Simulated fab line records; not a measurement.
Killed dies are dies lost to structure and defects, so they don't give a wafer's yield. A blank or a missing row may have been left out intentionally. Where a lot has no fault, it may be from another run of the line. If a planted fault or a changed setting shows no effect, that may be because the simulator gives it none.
Which tool is to blame? :: flow berkeley_cmos170 :: 7 lots with 21 wafers sampled at 2 steps, on a route of 331 steps

## WHAT EACH GAUGE READ, for each wafer
UCB170_PVT_TW_MEAS_09.
lot: L585
measured: day 5 18:19
on: film_metro-02
PVT_TW: 514 511 512

lot: L589
measured: day 6 18:11
on: film_metro-03
PVT_TW: 508 508 509

lot: L591
measured: day 7 10:58
on: film_metro-03
PVT_TW: 452 450 455

lot: L597
measured: day 8 14:38
on: film_metro-04
PVT_TW: 507 506 506

lot: L601
measured: day 9 16:12
on: film_metro-02
PVT_TW: 512 513 511

lot: L605
measured: day 10 09:21
on: film_metro-03
PVT_TW: 510 511 510

lot: L606
measured: day 10 16:25
on: film_metro-04
PVT_TW: 505 505 507

## WHICH TOOL RAN EACH LOT (tool, then ch and the chambers of the sampled wafers, then the start)
lot: L585
UCB170_PVT_IMPLANT_07: implanter-01 ch 0, day 5 18:05

lot: L589
UCB170_PVT_IMPLANT_07: implanter-01 ch 0, day 6 17:56

lot: L591
UCB170_PVT_IMPLANT_07: implanter-02 ch 0, day 7 10:44

lot: L597
UCB170_PVT_IMPLANT_07: implanter-01 ch 0, day 8 14:26

lot: L601
UCB170_PVT_IMPLANT_07: implanter-04 ch 0, day 9 15:58

lot: L605
UCB170_PVT_IMPLANT_07: implanter-04 ch 0, day 10 09:07

lot: L606
UCB170_PVT_IMPLANT_07: implanter-01 ch 0, day 10 16:10
- UCB170_PVT_IMPLANT_07

## THE ANSWER, worked out from the rows above alone
Rule: the usual values come from the lots themselves. The widest of any qualifying gaps counts: lots, ordered by their means at a reading, are off when they make up no more than a third of the lots, leave a main group of 4 or more, and stand apart from it by 3 or more times the standard deviation of that group's means. The tables above print the reading to a certain number of digits; a main group whose means all agree to those digits is not used. Also off: a lot with no number at a reading for which 4 or more lots have one. All remaining lots with rows at the step are treated as sound.
Off: at UCB170_PVT_TW_MEAS_09 (PVT_TW), L591. The main group: mean 509, standard deviation 2.6.
If a tool, at a process step before that reading, ran all the lots that are off and no sound lot after the first of them, it fits. Those tools and the gauges at UCB170_PVT_TW_MEAS_09 are tried in the same way. One fits: implanter-02 at UCB170_PVT_IMPLANT_07. It ran no sound lot before its first lot that is off in this sample, so the start can't be narrowed down.

## WHAT WAS PUT IN BY THE SIMULATOR
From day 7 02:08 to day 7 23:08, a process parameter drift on implanter-02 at UCB170_PVT_IMPLANT_07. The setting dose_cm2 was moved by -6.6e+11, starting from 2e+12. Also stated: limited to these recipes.
Struck lots among those shown: L591. The rule above found the same.
